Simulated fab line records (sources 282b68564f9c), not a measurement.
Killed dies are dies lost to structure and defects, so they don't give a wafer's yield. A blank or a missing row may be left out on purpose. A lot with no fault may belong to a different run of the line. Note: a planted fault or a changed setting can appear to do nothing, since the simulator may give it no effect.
A lot that was struck, set against a sound lot ; flow rit cmos ; 44 out of 202 route steps
Sound: these wafers, L407.2, L407.3, L407.6. Struck: wafer L418.1 (L418.3, L418.5, from the same lot, were not struck and are left out); the cause is given at the end.
For every step that has rows: the tool of each side, followed by ch and its chambers, followed by its first start. Under that, the readings that differ: sound wafers ; struck wafers ; difference of the means ; sigmas: that difference in standard deviations of wafers without a fault.
alike: same words and numbers on both sides, and readings whose means sit less than 2 such deviations apart. not compared: any withheld reading, any reading some wafer has no value for, any bound like >300 that may hide the same value, and any number with overlapping values for which the record gives no deviation.
A row with sigmas, a row that says differs or no value, or rows on one side alone: a step with any of these is where the two part. When numbers do not overlap yet have no deviation, they are printed without sigmas and do not part them. A reading missing from all wafers of one side parts the sides only when that side holds two or more wafers.

first, 2 steps without rows for these wafers: RIT_PLDD_PEB_04; RIT_PLDD_DEVELOP_05 (develop time 50 s).
RIT_PLDD_OVL_MEAS_06:
  sound: overlay-01 at day 2 19:34; struck: overlay-02 at day 5 07:19
  alike: PLDD_OVL
then, 2 steps without rows for these wafers: RIT_PLDD_HARDBAKE_07 (time 60 s); RIT_PLDD_IMPLANT_08.
RIT_PLDD_STRIP_09: strips in O2, time 180 s.
  sound on plasma asher-02 ch 0,1, day 2 19:53; struck on plasma asher-02 ch 1, day 5 07:39
  alike: drypump motor current A
  not compared: rf hours counter h
RIT_PLDD_TW_MEAS_10:
  sound: film metro-03 at day 2 20:04; struck: film metro-03 at day 5 07:49
  alike: PLDD_TW
then, 4 steps without rows for these wafers: RIT_SPACER_CLEAN_00 (cleans in SC1, time 600 s); RIT_SPACER_CLEAN_01 (cleans in dHF, time 30 s); RIT_SPACER_CLEAN_02 (cleans in SC2, time 600 s); RIT_SPACER_CVD_03 (deposits Si3N4 from SiH2Cl2/NH3, target thk 250 nm, time 3300 s).
RIT_SPACER_THK_MEAS_04:
  sound: film metro-02 at day 2 22:25; struck: film metro-02 at day 5 10:10
  alike: SPACER_NITRIDE_THK
RIT_SPACER_ETCHBACK_05: etches Si3N4 in SF6/CHF3, stops on SiO2, target depth 250 nm, time 240 s.
  sound on rie diel-03 ch 0,2,3, day 2 22:28; struck on rie diel-01 ch 3, day 5 10:14
reading;sound;struck;difference;sigmas
oes product au (a.u.);0.838 0.853 0.842;0.639;-0.205;-17
run length s (s);267.9 268.7 268.2;386.8;+118.5;+99 or more
model.poly-Si_of_GATE_CVD_08.thk nm (nm);163.2 163.6 164.4;131.4;-32.3;
model.Si3N4_of_SPACER_CVD_03.thk nm (nm);195.9 199 197.9;169.4;-28.2;
model.SiO2_of_FOX2_OXIDATION_00.thk nm (nm);177.7 170.7 176.7;147.2;-27.8;
  alike: drypump motor current A, throttle valve pct
  not compared: rf hours counter h
then, 6 steps without rows for these wafers: RIT_NSD_HMDS_00 (prime time 60 s); RIT_NSD_COAT_01 (resist thk 1000 nm); RIT_NSD_SOFTBAKE_02 (time 60 s); RIT_NSD_EXPOSE_03 (exposes mask M9, target cd 40700 nm); RIT_NSD_PEB_04; RIT_NSD_DEVELOP_05 (develop time 50 s).
RIT_NSD_OVL_MEAS_06:
  sound: overlay-01 at day 2 23:38; struck: overlay-01 at day 5 11:21
reading;sound;struck;difference;sigmas
NSD_OVL (nm);-2.5 -3.7 -3.6;-0.6;+2.7;+2
then, 2 steps without rows for these wafers: RIT_NSD_HARDBAKE_07 (time 60 s); RIT_NSD_IMPLANT_08.
RIT_NSD_STRIP_09: strips in O2, time 180 s.
  sound on plasma asher-04 ch 0,1, day 2 23:58; struck on plasma asher-03 ch 1, day 5 11:41
  alike: drypump motor current A
  not compared: rf hours counter h
RIT_NSD_TW_MEAS_10:
  sound: film metro-04 at day 3 00:09; struck: film metro-03 at day 5 11:52
  alike: NSD_TW
then, 6 steps without rows for these wafers: RIT_PSD_HMDS_00 (prime time 60 s); RIT_PSD_COAT_01 (resist thk 1000 nm); RIT_PSD_SOFTBAKE_02 (time 60 s); RIT_PSD_EXPOSE_03 (exposes mask M10, target cd 40900 nm); RIT_PSD_PEB_04; RIT_PSD_DEVELOP_05 (develop time 50 s).
RIT_PSD_OVL_MEAS_06:
  sound: overlay-01 at day 3 01:04; struck: overlay-02 at day 5 12:46
  alike: PSD_OVL
then, 2 steps without rows for these wafers: RIT_PSD_HARDBAKE_07 (time 60 s); RIT_PSD_IMPLANT_08.
RIT_PSD_STRIP_09: strips in O2, time 180 s.
  sound on plasma asher-03 ch 0,1, day 3 01:23; struck on plasma asher-03 ch 1, day 5 13:07
  alike: drypump motor current A
  not compared: rf hours counter h
RIT_PSD_TW_MEAS_10:
  sound: film metro-01 at day 3 01:35; struck: film metro-01 at day 5 13:17
  alike: PSD_TW
then, 2 steps without rows for these wafers: RIT_SDANNEAL_CLEAN_00 (cleans in SC1, time 600 s); RIT_SDANNEAL_CLEAN_01 (cleans in dHF, time 30 s).
RIT_SDANNEAL_CLEAN_02: cleans in SC2, time 600 s.
  sound on wet bench-03 ch 3, day 3 01:49; struck on wet bench-03 ch 1, day 5 13:32
reading;sound;struck;difference;sigmas
model.poly-Si_of_GATE_CVD_08.thk nm (nm);158.8 159.2 160.1;127.1;-32.3;
RIT_SDANNEAL_RTA_03: time 5 s.
  sound on rtp anneal-02 ch 0, day 3 02:00; struck on rtp anneal-02 ch 0, day 5 13:43
  alike: wafer_temp_C_max
RIT_SDANNEAL_RS_MEAS_04: the measuring method here is four-point-probe.
  sound: film metro-03 at day 3 02:04; struck: film metro-04 at day 5 13:46
  alike: PSD_RS
RIT_SDANNEAL_RS_MEAS_05: the measuring method here is four-point-probe.
  sound: film metro-03 at day 3 02:11; struck: film metro-04 at day 5 13:53
  alike: NSD_RS
RIT_SDANNEAL_RS_MEAS_06: the measuring method here is four-point-probe.
  sound: film metro-03 at day 3 02:19; struck: film metro-04 at day 5 14:01
  alike: PLDD_RS
RIT_SILICIDE_WET_ETCH_00: etches SiO2 in BOE, target depth 14 nm, time 15 s.
  sound on wet bench-04 ch 2, day 3 02:32; struck on wet bench-02 ch 0, day 5 14:15
reading;sound;struck;difference;sigmas
model.Si3N4_of_SPACER_CVD_03.thk nm (nm);194.7 197.9 196.8;168.3;-28.2;
model.SiO2_of_FOX2_OXIDATION_00.thk nm (nm);149.5 142.5 148.4;118.5;-28.3;
RIT_M1_PROBE_99:
  sound: prober-02 at day 3 10:43; struck: prober-02 at day 5 22:26
reading;sound;struck;difference;sigmas
killed at front end;11 7 14;2;-9;-3
killed dies;11 7 14;2;-9;-3
killed open;6 5 6;1;-5;-2
killed short;5 2 8;1;-4;-2
model.etest.pldd.rs ohm sq;519 497.1 516.8;220.4;-290.6;
model.etest.nldd.rs ohm sq;387.4 382.6 388.6;151.8;-234.4;
model.etest.nplus sal.width nm (nm);3466 3451 3452;3698;+242;
model.etest.pplus sal.width nm (nm);3462 3449 3443;3672;+221;
model.etest.nldd.width nm (nm);3163 3182 3182;3330;+154;
model.etest.pldd.width nm (nm);3189 3190 3175;3352;+167;
model.etest.pwell pinched.rs ohm sq;465.6 453.6 459.1;598.7;+139.3;
model.etest.nwell pinched.rs ohm sq;339.1 335.3 333.3;448.5;+112.6;

## WHERE THEY PART
First at RIT_SPACER_ETCHBACK_05; last, within this record, at RIT_M1_PROBE_99.

WHY: what the simulator had put in
rie diel-01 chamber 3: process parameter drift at RIT_SPACER_ETCHBACK_05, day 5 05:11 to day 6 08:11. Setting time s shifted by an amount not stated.
